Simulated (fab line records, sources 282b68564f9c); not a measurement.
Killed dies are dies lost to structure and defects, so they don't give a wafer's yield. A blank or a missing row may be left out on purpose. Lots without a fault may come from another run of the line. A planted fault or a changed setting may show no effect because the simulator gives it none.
One fault seen from 2 desks | flow rit_cmos | each desk has only its own numbers; what lay behind them comes last

THE METROLOGY DESK
What the gauges read, lot by lot, whatever tool the lot ran on: means of the sampled wafers that have a number. A lot is out of limits, marked OUT, if its mean lies more than 4 standard deviations from the usual mean; the brackets give that distance.
Columns: A = PWELL_TW at RIT_PWELL_TW_MEAS_10, usual 955; B = FIELD_OXIDE_LEFT_2_THK at RIT_FOX2_THK_MEAS_91, usual 257 nm
lot  | first seen here | A   | B
L640 | day 2 03:41     | 959 | 264
L642 | day 2 16:04     | 957 | 259
L643 | day 2 19:36     | 957 | 256
L644 | day 3 00:22     | 956 | 257
L645 | day 3 03:27     | 962 | 261
L647 | day 4 07:10     | 958 | 257
L648 | day 4 07:29     | 944 | 261
L650 | day 4 12:21     | 954 | 267
L649 | day 4 12:38     | 966 | 252
L657 | day 5 18:18     | 963 | 256
L659 | day 6 00:17     | 956 | 265
L661 | day 6 11:33     | 963 | 251
L662 | day 6 15:04     | 955 | 252
L663 | day 6 19:14     | 964 | 253
This desk's finding: nothing out of limits on any of the 14 lots.

THE TOOL OWNER'S DESK: litho_track-03
The tool's own readings at RIT_GATE_SOFTBAKE_12 (time 60 s): means of the sampled wafers that have a number, for each lot that ran on this tool. A lot is out of limits, marked OUT, if its mean lies more than 4 standard deviations from the usual mean; the brackets give that distance.
Columns: A = heater_power_total_W at RIT_GATE_SOFTBAKE_12, usual 34.57 W; B = resist_line_temp_C at RIT_GATE_SOFTBAKE_12, usual 23.02 C; C = run_length_s at RIT_GATE_SOFTBAKE_12, usual 89.17 s
lot  | first seen here | A               | B     | C
L642 | day 3 20:26     | 34.58           | 22.99 | 89.22
L644 | day 4 04:58     | 34.61           | 23.01 | 89.20
L645 | day 4 08:38     | 34.57           | 23.04 | 89.20
L647 | day 5 03:41     | 35.78 (+24) OUT | 23.09 | 82.43 (-42) OUT
L649 | day 5 14:52     | 35.74 (+23) OUT | 23.17 | 82.43 (-42) OUT
This desk's finding: out of limits on L647, L649; first on L647, day 5 03:41 (heater_power_total_W at RIT_GATE_SOFTBAKE_12). In limits: L642, L644, L645.

PUT TOGETHER
The tool owner's desk could have raised an alarm at day 5 03:41, on L647, L649.
The metrology desk saw nothing out of limits.
The metrology desk has L647, L649 on record, within its limits.
Of the lots named, all ran RIT_GATE_SOFTBAKE_12 on litho_track-03.

WHAT THE SIMULATOR HAD PUT IN
Process parameter drift: litho_track-03, from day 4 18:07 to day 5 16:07, at RIT_GATE_SOFTBAKE_12. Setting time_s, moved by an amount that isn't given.
Lots struck among those shown: L647, L649.
Hours from the fault's start to each desk's first reading out of limits: the tool owner's desk, 10.
